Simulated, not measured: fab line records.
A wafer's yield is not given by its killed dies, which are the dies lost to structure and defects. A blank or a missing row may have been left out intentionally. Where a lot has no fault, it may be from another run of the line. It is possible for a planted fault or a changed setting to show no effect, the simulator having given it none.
Which of the tools did it? ; flow berkeley cmos170 ; 45 wafers from 15 lots sampled at 6 of the route's 331 steps

WHAT EACH GAUGE READ, for each wafer
UCB170_GATE_THK_MEAS_02. Usual: for GATE_OXIDE_THK the level is 6.54 nm and the standard deviation is 0.13.
lot;measured;on;GATE_OXIDE_THK (nm);flag
L337;day 6 11:47;film metro-02;6.43 6.41 6.44;
L336;day 6 11:47;film metro-04;6.67 6.70 6.76;
L338;day 7 02:13;film metro-01;6.53 6.57 6.44;
L340;day 7 02:13;film metro-04;6.69 6.61 6.63;
L339;day 7 02:14;film metro-02;6.51 6.49 6.44;
L341;day 7 17:24;film metro-02;6.45 6.53 6.47;
L343;day 7 17:24;film metro-01;6.40 6.47 6.47;
L350;day 9 19:48;film metro-01;6.47 6.42 6.49;
L352;day 10 13:41;film metro-01;6.53 6.46 6.56;
L353;day 11 00:25;film metro-01;6.54 6.70 6.52;
L356;day 11 00:25;film metro-04;6.47 6.49 6.56;
L357;day 11 00:26;film metro-02;6.41 6.56 6.64;
L354;day 11 00:29;film metro-01;6.64 6.61 6.60;
L358;day 11 20:11;film metro-01;6.37 6.53 6.60;
L359;day 11 20:11;film metro-04;6.71 6.63 6.64;

UCB170_NLDD_TW_MEAS_11. Usual: for NLDD_TW the level is 2192 and the standard deviation is 18.
lot;measured;on;NLDD_TW;flag
L337;day 7 06:15;film metro-01;2181 2189 2174;
L336;day 7 05:32;film metro-01;2173 2187 2180;
L338;day 7 15:31;film metro-03;2309 2309 2287 2317 2315 2301;OFF
L340;day 7 14:38;film metro-01;2180 2202 2181;
L339;day 7 15:50;film metro-01;2306 2291 2295 2298 2310 2300;OFF
L341;day 8 12:31;film metro-01;2264 2279 2277 2272 2293 2292;OFF
L343;day 8 12:20;film metro-01;2185 2169 2181;
L350;day 10 08:30;film metro-03;2199 2194 2186;
L352;day 11 02:37;film metro-03;2205 2196 2195;
L353;day 11 15:13;film metro-02;2216 2228 2219;
L356;day 11 14:23;film metro-03;2203 2209 2209;
L357;day 11 14:41;film metro-03;2205 2202 2204;
L354;day 11 14:55;film metro-03;2195 2212 2199;
L358;day 12 08:00;film metro-01;2183 2187 2188;
L359;day 12 04:58;film metro-01;2178 2172 2178;

UCB170_SDANNEAL_RS_MEAS_05: uses a four-point probe to measure. Usual: for NLDD_RS the level is 616.3 ohm/sq and the standard deviation is 1.2.
lot;measured;on;NLDD_RS (ohm/sq);flag
L337;day 7 18:16;film metro-01;616.1 617.7 617.5;
L336;day 7 18:14;film metro-02;616.9 616.9 617.8;
L338;day 8 02:11;film metro-01;578.2 577.6 577.2 578.1 577.6 579.8;OFF
L340;day 8 01:47;film metro-03;617.8 616.4 617.6;
L339;day 8 08:35;film metro-02;576.3 576.6 576.3 577.5 578.2 575.7;OFF
L341;day 9 02:31;film metro-03;578.4 577.6 577.4 578.3 578.9 577.5;OFF
L343;day 9 02:17;film metro-02;616.7 615.4 613.8;
L350;day 10 19:36;film metro-02;616.2 617.0 618.3;
L352;day 11 15:37;film metro-01;616.1 615.3 616.6;
L353;day 12 01:17;film metro-02;615.6 616.9 617.6;
L356;day 12 00:17;film metro-03;614.8 616.0 615.0;
L357;day 12 00:41;film metro-02;614.7 616.4 617.5;
L354;day 12 01:06;film metro-03;617.1 617.5 617.6;
L358;day 13 06:41;film metro-02;616.1 615.9 615.7;
L359;day 12 16:05;film metro-02;615.2 614.9 616.4;

EACH LOT AND THE TOOL THAT RAN IT (in order: tool; ch and the chambers of the sampled wafers; start)
lot;UCB170_GATE_STRIP_16;UCB170_NLDD_IMPLANT_09;UCB170_NLDD_STRIP_10
L337;plasma asher-01 ch 0,1, day 6 22:16;implanter-03 ch 0, day 7 06:00;plasma asher-04 ch 0,1, day 7 06:09
L336;plasma asher-01 ch 0,1, day 6 21:45;implanter-04 ch 0, day 7 05:19;plasma asher-04 ch 0,1, day 7 05:27
L338;plasma asher-01 ch 0,1, day 7 09:25;implanter-04 ch 0, day 7 15:16;plasma asher-04 ch 1, day 7 15:25
L340;plasma asher-03 ch 0,1, day 7 09:04;implanter-04 ch 0, day 7 14:23;plasma asher-04 ch 0,1, day 7 14:32
L339;plasma asher-04 ch 0,1, day 7 09:20;implanter-04 ch 0, day 7 15:36;plasma asher-01 ch 0,1, day 7 15:43
L341;plasma asher-01 ch 0,1, day 8 07:47;implanter-04 ch 0, day 8 12:18;plasma asher-01 ch 0,1, day 8 12:26
L343;plasma asher-04 ch 0,1, day 8 07:38;implanter-01 ch 0, day 8 12:07;plasma asher-04 ch 0,1, day 8 12:14
L350;plasma asher-04 ch 0,1, day 10 04:20;implanter-01 ch 0, day 10 08:17;plasma asher-02 ch 0,1, day 10 08:25
L352;plasma asher-01 ch 0,1, day 10 22:14;implanter-01 ch 0, day 11 02:23;plasma asher-04 ch 0,1, day 11 02:31
L353;plasma asher-04 ch 0,1, day 11 09:23;implanter-04 ch 0, day 11 14:58;plasma asher-04 ch 1, day 11 15:07
L356;plasma asher-04 ch 0,1, day 11 09:03;implanter-04 ch 0, day 11 14:08;plasma asher-04 ch 0,1, day 11 14:17
L357;plasma asher-01 ch 0,1, day 11 09:08;implanter-01 ch 0, day 11 14:28;plasma asher-01 ch 0,1, day 11 14:36
L354;plasma asher-03 ch 0,1, day 11 09:10;implanter-04 ch 0, day 11 14:40;plasma asher-01 ch 0,1, day 11 14:49
L358;plasma asher-03 ch 0,1, day 12 01:07;implanter-03 ch 0, day 12 07:45;plasma asher-04 ch 0,1, day 12 07:54
L359;plasma asher-04 ch 0,1, day 12 00:51;implanter-04 ch 0, day 12 04:43;plasma asher-01 ch 0,1, day 12 04:52
- UCB170_GATE_STRIP_16: strips in O2.
- UCB170_NLDD_IMPLANT_09
- UCB170_NLDD_STRIP_10: strips in O2.

AS READ BY THE TOOLS THEMSELVES (means over the sampled wafers that have a number; for cases with no such wafer, the mark the record gives instead)
UCB170_GATE_STRIP_16. Usual: drypump motor current A 5.6 A, standard deviation 0.36; o2 flow sccm 400.1 sccm, standard deviation 1.5; oes product au 0.724 a.u., standard deviation 0.0045.
lot;tool;drypump motor current A (A);o2 flow sccm (sccm);oes product au (a.u.);flag
L337;plasma asher-01;5.6;400.3;0.726;
L336;plasma asher-01;5.6;400.4;0.726;
L338;plasma asher-01;5.6;400.9;0.724;
L340;plasma asher-03;6.0;400.9;0.721;
L339;plasma asher-04;5.4;399.7;0.720;
L341;plasma asher-01;5.6;399.8;0.721;
L343;plasma asher-04;5.5;401.1;0.725;
L350;plasma asher-04;5.5;400.5;0.727;
L352;plasma asher-01;5.6;399.1;0.725;
L353;plasma asher-04;5.5;399.2;0.718;
L356;plasma asher-04;5.5;399.3;0.727;
L357;plasma asher-01;5.6;400.7;0.727;
L354;plasma asher-03;6.0;399.7;0.722;
L358;plasma asher-03;5.7;399.9;0.723;
L359;plasma asher-04;5.4;398.9;0.724;

UCB170_NLDD_IMPLANT_09. Usual: beam energy keV reads 30.002 (standard deviation 0.0088).
lot;tool;beam energy keV;flag
L337;implanter-03;29.995;
L336;implanter-04;30.017;
L338;implanter-04;40.507;OFF
L340;implanter-04;30.011;
L339;implanter-04;40.500;OFF
L341;implanter-04;40.500;OFF
L343;implanter-01;29.993;
L350;implanter-01;30.003;
L352;implanter-01;29.999;
L353;implanter-04;30.016;
L356;implanter-04;30.003;
L357;implanter-01;30.006;
L354;implanter-04;29.987;
L358;implanter-03;29.992;
L359;implanter-04;30.006;

UCB170_NLDD_STRIP_10. Usual: drypump motor current A 5.55 A, standard deviation 0.19; o2 flow sccm 400.1 sccm, standard deviation 1.1; oes product au 0.735 a.u., standard deviation 0.0047; strip time to endpoint s 21.64 s, standard deviation 0.072.
lot;tool;drypump motor current A (A);o2 flow sccm (sccm);oes product au (a.u.);strip time to endpoint s (s);flag
L337;plasma asher-04;5.48;399.8;0.735;21.58;
L336;plasma asher-04;5.43;399.1;0.737;21.60;
L338;plasma asher-04;5.57;401.5;0.734;21.79;
L340;plasma asher-04;5.52;401.0;0.741;21.74;
L339;plasma asher-01;5.57;400.3;0.735;21.64;
L341;plasma asher-01;5.62;399.4;0.733;21.66;
L343;plasma asher-04;5.43;400.5;0.730;21.75;
L350;plasma asher-02;5.70;400.0;0.734;21.56;
L352;plasma asher-04;5.47;399.2;0.733;21.54;
L353;plasma asher-04;5.55;400.3;0.737;21.56;
L356;plasma asher-04;5.42;399.6;0.733;21.60;
L357;plasma asher-01;5.63;399.7;0.735;21.60;
L354;plasma asher-01;5.58;400.3;0.736;21.71;
L358;plasma asher-04;5.51;400.3;0.730;21.55;
L359;plasma asher-01;5.55;399.8;0.732;21.68;

THE ANSWER, worked out from the rows above alone
Rule: a lot is off if the mean of its wafers that have a number lies more than 3 standard deviations from the usual mean. A lot without any number at a reading at which 4 lots or more have one is off too. Where the step has rows for the other lots, those lots are counted as sound. The gauges are gone through in route order, then the tools' own readings, and for those a lot's mean is taken as printed above. At the first step where some lot is off, the reading lying furthest off is the one used; lots without a number count as furthest.
Off: at UCB170_NLDD_TW_MEAS_11 (NLDD_TW), L338, L339, L341.
A tool fits if, at a process step before that reading, it ran every lot that is off, and no sound lot after the first of them. The gauges at UCB170_NLDD_TW_MEAS_11 aren't tried: what is off there is off at UCB170_NLDD_IMPLANT_09 too, on other tools, and a gauge's error can't cause that. Not one of the candidates tried fits.

WHAT THE SIMULATOR HAD INSERTED
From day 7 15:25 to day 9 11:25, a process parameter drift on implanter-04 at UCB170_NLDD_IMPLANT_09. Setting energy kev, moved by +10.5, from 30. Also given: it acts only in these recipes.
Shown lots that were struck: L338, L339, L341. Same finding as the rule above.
